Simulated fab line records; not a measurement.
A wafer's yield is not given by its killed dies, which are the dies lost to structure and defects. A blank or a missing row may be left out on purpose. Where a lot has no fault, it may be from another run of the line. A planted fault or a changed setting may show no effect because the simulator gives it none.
A lot that was struck, set against a sound lot / flow berkeley-cmos170 / 14 steps out of a route of 331
Sound: these wafers, L218.3, L218.4, L218.6. The struck wafers were L223.2, L223.3, L223.5. The cause comes at the end.
For every step that has rows: the tool of each side, followed by ch and its chambers, followed by its first start. Under that, the readings that differ: sound wafers / struck wafers / difference of the means / sigmas: that difference in standard deviations of wafers without a fault.
alike: readings with means less than 2 such deviations apart, plus words and numbers identical on both sides. not compared: withheld readings, readings lacking a value on some wafer, bounds such as >300 that could conceal the same value, and numbers that have no deviation in the record and whose values overlap.
Wherever a step has rows on one side only, a row that says differs or no value, or a row with sigmas, the two part there. Non-overlapping numbers with no deviation appear without sigmas and do not part them. A reading that every wafer of one side lacks parts them only if that side has two wafers or more.

UCB170_CONTACT_ETCH_18: etches PSG in CHF3/CF4/Ar, stops on TiSi2, target depth 840 nm, time 195 s.
  sound: rie-diel-03 ch 0,2,3; struck: rie-diel-01 ch 0,3
  alike: drypump-motor-current-A, oes-product-au, throttle-valve-pct
  not compared: rf-hours-counter-h
UCB170_CONTACT_STRIP_19: strips in O2.
  sound on plasma-asher-03 ch 0,1, day 10 20:53; struck on plasma-asher-03 ch 0,1, day 11 08:13
  alike: drypump-motor-current-A, oes-product-au
  not compared: rf-hours-counter-h
UCB170_CONTACT_CD_MEAS_90 targets a cd of 700 nm.
  sound on cd-sem-01, day 10 20:59; struck on cd-sem-02, day 11 08:20
  alike: cd-nm
then, 1 step without rows for these wafers: UCB170_CONTACT_CLEAN_20 (cleans in SPM, time 600 s).
UCB170_M1_SPUTTER_00: material Al, target thk 600 nm, time 80 s.
  sound on pvd-sputter-03, day 10 21:16; struck on pvd-sputter-02, day 11 08:39
reading=cathode-dc-power-W (W); sound=6001.7 6001.8 6000.0; struck=5998.5 5998.9 5998.3; difference=-2.6; sigmas=-3
  alike: throttle-valve-pct
UCB170_M1_RS_MEAS_01: measurement is done with a four-point probe.
  sound on film-metro-03, day 10 21:22; struck on film-metro-04, day 11 08:44
  alike: M1_AL_RS
UCB170_M1_THK_MEAS_02: measures by xrf.
  sound on film-metro-03, day 10 21:28; struck on film-metro-04, day 11 08:50
  alike: M1_AL_THK
then, 5 steps without rows for these wafers: UCB170_M1_COAT_03; UCB170_M1_COAT_04 (resist thk 900 nm); UCB170_M1_SOFTBAKE_05 (time 60 s); UCB170_M1_EXPOSE_06 (exposes mask METAL1, target cd 700 nm); UCB170_M1_PEB_07.
UCB170_M1_DEVELOP_08: develop time 45 s.
  struck on litho-track-03, day 11 09:00; sound on litho-track-04 ch 0, day 10 22:00
  no value came back on the struck wafers for chill-plate-temp-C (C), develop-time-s (s); on the sound wafers chill-plate-temp-C (C) reads 22.97 23.12 23.07
reading=model.KrF_of_M1_COAT_04.thk-nm (nm); sound=888.3 886.6 887.4; struck=902.3 898.8 901.2; difference=+13.3; sigmas=
UCB170_M1_CD_MEAS_09 targets a cd of 700 nm.
  sound on cd-sem-02, day 10 22:44; struck on cd-sem-02, day 11 10:01
reading=cd-nm (nm); sound=701.1 701.2 702.1; struck=- - -; difference=no value on the struck wafers; sigmas=

== WHERE THEY PART ==
At UCB170_M1_SPUTTER_00 first; at UCB170_M1_CD_MEAS_09 last (within this record only).

WHY: what had been put in by the simulator
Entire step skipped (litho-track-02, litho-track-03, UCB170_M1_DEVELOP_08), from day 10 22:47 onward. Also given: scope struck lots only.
